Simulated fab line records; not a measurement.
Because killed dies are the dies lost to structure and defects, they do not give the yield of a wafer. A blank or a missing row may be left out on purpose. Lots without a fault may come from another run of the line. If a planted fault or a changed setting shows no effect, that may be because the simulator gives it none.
Chamber matching / flow berkeley-cmos170 / 4 sister chambers for UCB170_CONTACT_ETCH_17 on rie-diel-01
The step etches BARC in N2/H2. 4 wafers are shown with their chamber, then 7 later ones without.

== WAFERS PAIRED WITH THEIR CHAMBERS ==
wafer=L453.2; chamber=3; throttle-valve-pct (%)=13.47
wafer=L453.6; chamber=0; throttle-valve-pct (%)=13.42
wafer=L461.2; chamber=2; throttle-valve-pct (%)=13.48
wafer=L461.3; chamber=1; throttle-valve-pct (%)=13.37

== WAFERS WITH NO CHAMBER GIVEN ==
wafer=L461.4; throttle-valve-pct (%)=13.46
wafer=L463.1; throttle-valve-pct (%)=13.47
wafer=L463.2; throttle-valve-pct (%)=13.35
wafer=L463.5; throttle-valve-pct (%)=13.37
wafer=L466.2; throttle-valve-pct (%)=13.42
wafer=L466.5; throttle-valve-pct (%)=13.38
wafer=L466.6; throttle-valve-pct (%)=13.45

== WHICH CHAMBER EACH WENT THROUGH ==
wafer=L461.4; from the rows above=can't be placed: 3 or 2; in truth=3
wafer=L463.1; from the rows above=can't be placed: 3 or 2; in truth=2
wafer=L463.2; from the rows above=1; in truth=1
wafer=L463.5; from the rows above=1; in truth=1
wafer=L466.2; from the rows above=0; in truth=0
wafer=L466.5; from the rows above=1; in truth=1
wafer=L466.6; from the rows above=can't be placed: 3 or 0 or 2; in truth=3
Correct placement for 4 of the 7. Can't be placed from these rows: 3 (the true chamber is among the candidates in 3). Placed wrongly: 0.
How it was worked out, from the rows above alone: a wafer's distance from a chamber is the root of the sum, over the readings, of the square of ((its reading less the chamber's mean) divided by the reading's scatter). The wafer belongs to the nearest chamber; if the next one is less than 2 further off, it can't be placed. For every chamber, the mean is computed from those of its wafers that are shown. The scatter (one wafer shown for each chamber): square how far every hidden wafer sits from the nearest shown wafer, average those squares and take the square root.
